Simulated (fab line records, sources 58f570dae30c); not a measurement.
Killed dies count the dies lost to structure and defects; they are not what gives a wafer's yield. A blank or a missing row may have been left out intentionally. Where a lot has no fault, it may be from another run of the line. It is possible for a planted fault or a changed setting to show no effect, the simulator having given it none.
A lot that was struck, set against a sound lot ; flow berkeley-cmos170 ; 14 out of 331 route steps
Sound: wafers L996.1, L996.4, L996.6. Struck: wafers L107.3, L107.4, L107.5. The cause is named last.
Per side, at each step with rows, come the tool, then ch with its chambers, and then its first start. Under that, the readings that differ: sound wafers ; struck wafers ; difference of the means ; sigmas: that difference in standard deviations of wafers without a fault.
alike: same words and numbers on both sides, and readings whose means sit less than 2 such deviations apart. not compared: any withheld reading, any reading some wafer has no value for, any bound like >300 that may hide the same value, and any number with overlapping values for which the record gives no deviation.
The two part at a step that has a row with sigmas, a row that says differs or no value, or rows on one side only. When numbers do not overlap yet have no deviation, they are printed without sigmas and do not part them. A reading missing from all wafers of one side parts the sides only when that side holds two or more wafers.

UCB170_ACTIVE_OVL_MEAS_14:
  struck on overlay-01, day 7 22:50; sound on overlay-02, day 5 15:02
  alike: ACTIVE_OVL
UCB170_ACTIVE_ETCH_15: etches Si3N4 in CH3F/Ar/O2, stops on SiO2, target depth 242 nm, time 151 s.
  sound on rie-diel-03 ch 2,3, day 5 15:04; struck on rie-diel-04 ch 0,1,2, day 7 22:51
reading;sound;struck;difference;sigmas
throttle-valve-pct (%);8.30 8.15 8.28;8.13 7.97 8.08;-0.18;-2
  alike: drypump-motor-current-A, oes-product-au
  not compared: rf-hours-counter-h
UCB170_ACTIVE_STRIP_16: strips in O2.
  sound on plasma-asher-01 ch 0,1, day 5 15:13; struck on plasma-asher-02 ch 0,1, day 7 22:59
reading;sound;struck;difference;sigmas
strip-time-to-endpoint-s (s);17.94 18.09 18.00;18.31 18.18 18.36;+0.27;+3
  alike: drypump-motor-current-A, o2-flow-sccm, oes-product-au
  not compared: rf-hours-counter-h
UCB170_ACTIVE_CD_MEAS_90: target cd 1200 nm.
  struck on cd-sem-01, day 7 23:06; sound on cd-sem-02, day 5 15:19
  alike: cd-nm
then, 7 steps without rows for these wafers: UCB170_ACTIVE_CLEAN_17 (cleans in SPM, time 600 s); UCB170_PFIELD_HMDS_00 (prime time 60 s); UCB170_PFIELD_COAT_01 (resist thk 900 nm); UCB170_PFIELD_SOFTBAKE_02 (time 60 s); UCB170_PFIELD_EXPOSE_03 (exposes mask PFIELD, target cd 1500 nm); UCB170_PFIELD_PEB_04; UCB170_PFIELD_DEVELOP_05 (develop time 45 s).
UCB170_PFIELD_OVL_MEAS_06:
  struck on overlay-02, day 8 00:26; sound on overlay-02, day 5 17:20
  alike: PFIELD_OVL
UCB170_PFIELD_IMPLANT_07:
  sound on implanter-04 ch 0, day 5 17:23; struck on implanter-04 ch 0, day 8 00:31
reading;sound;struck;difference;sigmas
beam-energy-keV;80.000 79.971 80.001;76.872 76.856 76.850;-3.131;-99 or more
model.implant.drp-nm (nm);74.86 74.86 74.86;73.43 73.43 73.43;-1.43;
UCB170_PFIELD_STRIP_08: strips in O2.
  sound on plasma-asher-04 ch 1, day 5 17:32; struck on plasma-asher-02 ch 0,1, day 8 00:39
reading;sound;struck;difference;sigmas
drypump-motor-current-A (A);5.5 5.5 5.5;6.4 6.1 6.4;+0.8;+2
  alike: o2-flow-sccm, oes-product-au, strip-time-to-endpoint-s
  not compared: rf-hours-counter-h

## WHERE THEY PART
At UCB170_ACTIVE_ETCH_15 first; at UCB170_PFIELD_STRIP_08 last (within this record only).

WHY: whatever the simulator had introduced
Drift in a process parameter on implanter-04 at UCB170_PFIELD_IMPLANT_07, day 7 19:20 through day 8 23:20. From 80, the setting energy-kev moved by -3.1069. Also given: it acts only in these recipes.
